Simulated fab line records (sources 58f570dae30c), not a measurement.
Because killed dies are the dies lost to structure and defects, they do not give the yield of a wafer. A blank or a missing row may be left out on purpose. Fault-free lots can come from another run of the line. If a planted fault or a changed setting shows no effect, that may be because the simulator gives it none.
The tool behind it: which one? | flow berkeley-cmos170 | 14 lots, 42 wafers sampled, at 3 steps of a route of 331

== WHAT THE GAUGES SHOWED, per wafer ==
UCB170_M1_RS_MEAS_01: uses a four-point probe to measure.
lot  | measured     | on            | M1_AL_RS (ohm/sq)
L681 | day 8 08:40  | film-metro-02 | 0.0482 0.0489 0.0490
L680 | day 8 11:01  | film-metro-02 | 0.0490 0.0489 0.0488
L684 | day 8 17:34  | film-metro-02 | 0.0489 0.0486 0.0484
L685 | day 9 12:04  | film-metro-02 | 0.0487 0.0478 0.0481
L687 | day 9 15:22  | film-metro-02 | 0.0498 0.0496 0.0501
L691 | day 10 04:35 | film-metro-04 | 0.0481 0.0476 0.0479
L690 | day 10 08:12 | film-metro-03 | 0.0491 0.0490 0.0484
L694 | day 10 22:41 | film-metro-04 | 0.0483 0.0494 0.0490
L695 | day 11 05:11 | film-metro-04 | 0.0481 0.0486 0.0482
L698 | day 11 10:12 | film-metro-02 | 0.0480 0.0486 0.0489
L697 | day 11 11:52 | film-metro-02 | 0.0251 0.0251 0.0250
L699 | day 11 19:05 | film-metro-03 | 0.0249 0.0250 0.0250
L701 | day 12 08:11 | film-metro-04 | 0.0487 0.0482 0.0491
L703 | day 12 20:38 | film-metro-04 | 0.0479 0.0482 0.0479

UCB170_M1_THK_MEAS_02: measures by xrf.
lot  | measured     | on            | M1_AL_THK (nm)
L681 | day 8 08:47  | film-metro-02 | 601 591 589
L680 | day 8 11:08  | film-metro-02 | 590 593 594
L684 | day 8 17:40  | film-metro-02 | 592 596 596
L685 | day 9 12:11  | film-metro-02 | 589 604 590
L687 | day 9 15:28  | film-metro-02 | 577 581 575
L691 | day 10 04:41 | film-metro-04 | 595 605 600
L690 | day 10 08:19 | film-metro-03 | 587 588 593
L694 | day 10 22:48 | film-metro-04 | 597 585 588
L695 | day 11 05:16 | film-metro-04 | 598 593 595
L698 | day 11 10:17 | film-metro-02 | 601 600 594
L697 | day 11 11:58 | film-metro-02 | 1146 1152 1147
L699 | day 11 19:13 | film-metro-03 | 1149 1148 1147
L701 | day 12 08:18 | film-metro-04 | 591 601 589
L703 | day 12 20:44 | film-metro-04 | 604 603 603

== WHICH TOOL RAN EACH LOT (tool, then ch and the chambers of the sampled wafers, then the start) ==
lot  | UCB170_M1_SPUTTER_00
L681 | pvd-sputter-04, day 8 08:36
L680 | pvd-sputter-02, day 8 10:56
L684 | pvd-sputter-04, day 8 17:28
L685 | pvd-sputter-02, day 9 11:59
L687 | pvd-sputter-04, day 9 15:16
L691 | pvd-sputter-02, day 10 04:30
L690 | pvd-sputter-01, day 10 08:08
L694 | pvd-sputter-02, day 10 22:37
L695 | pvd-sputter-04, day 11 05:02
L698 | pvd-sputter-01, day 11 10:05
L697 | pvd-sputter-04, day 11 11:46
L699 | pvd-sputter-04, day 11 19:02
L701 | pvd-sputter-02, day 12 08:07
L703 | pvd-sputter-02, day 12 20:32
- UCB170_M1_SPUTTER_00: material Al, target thk 600 nm, time 80 s.

== WHAT THE TOOLS THEMSELVES READ (means of the sampled wafers that have a number; where no wafer has one, the mark that the record gives instead) ==
UCB170_M1_SPUTTER_00.
lot  | tool           | throttle-valve-pct (%)
L681 | pvd-sputter-04 | 28.8
L680 | pvd-sputter-02 | 31.4
L684 | pvd-sputter-04 | 28.9
L685 | pvd-sputter-02 | 31.6
L687 | pvd-sputter-04 | 28.8
L691 | pvd-sputter-02 | 30.8
L690 | pvd-sputter-01 | 31.0
L694 | pvd-sputter-02 | 31.3
L695 | pvd-sputter-04 | 28.8
L698 | pvd-sputter-01 | 31.0
L697 | pvd-sputter-04 | 29.3
L699 | pvd-sputter-04 | 28.5
L701 | pvd-sputter-02 | 31.1
L703 | pvd-sputter-02 | 30.3

== THE ANSWER, worked out from the rows above alone ==
Rule: what is usual is taken from the lots themselves. The widest of any qualifying gaps counts: lots, ordered by their means at a reading, are off when they make up no more than a third of the lots, leave a main group of 4 or more, and stand apart from it by 3 or more times the standard deviation of that group's means. A main group is skipped when, at the precision printed for the reading in the tables above, its means are all equal. Also off: a lot with no number at a reading for which 4 or more lots have one. Where the step has rows for the other lots, those lots are counted as sound. First the gauges in route order, then the tools' own readings, where a lot's mean is used as printed above. At the first step where some lot is off, the reading lying furthest off is the one used; lots without a number count as furthest.
Off: L697, L699, at UCB170_M1_RS_MEAS_01 (M1_AL_RS). The main group: mean 0.0486 ohm/sq, standard deviation 0.00049.
If a tool, at a process step before that reading, ran all the lots that are off and no sound lot after the first of them, it fits. Gauges at UCB170_M1_RS_MEAS_01: tried the same way as those tools. One fits: UCB170_M1_SPUTTER_00 on pvd-sputter-04. Its last sound lot is L695 (day 11 05:02), its first lot that is off L697 (day 11 11:46): a fault that began between those two fits.

== WHAT WAS PUT IN BY THE SIMULATOR ==
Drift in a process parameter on pvd-sputter-04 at UCB170_M1_SPUTTER_00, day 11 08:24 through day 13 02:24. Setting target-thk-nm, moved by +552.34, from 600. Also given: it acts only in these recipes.
Shown lots that were struck: L697, L699. The same result came from the rule above.
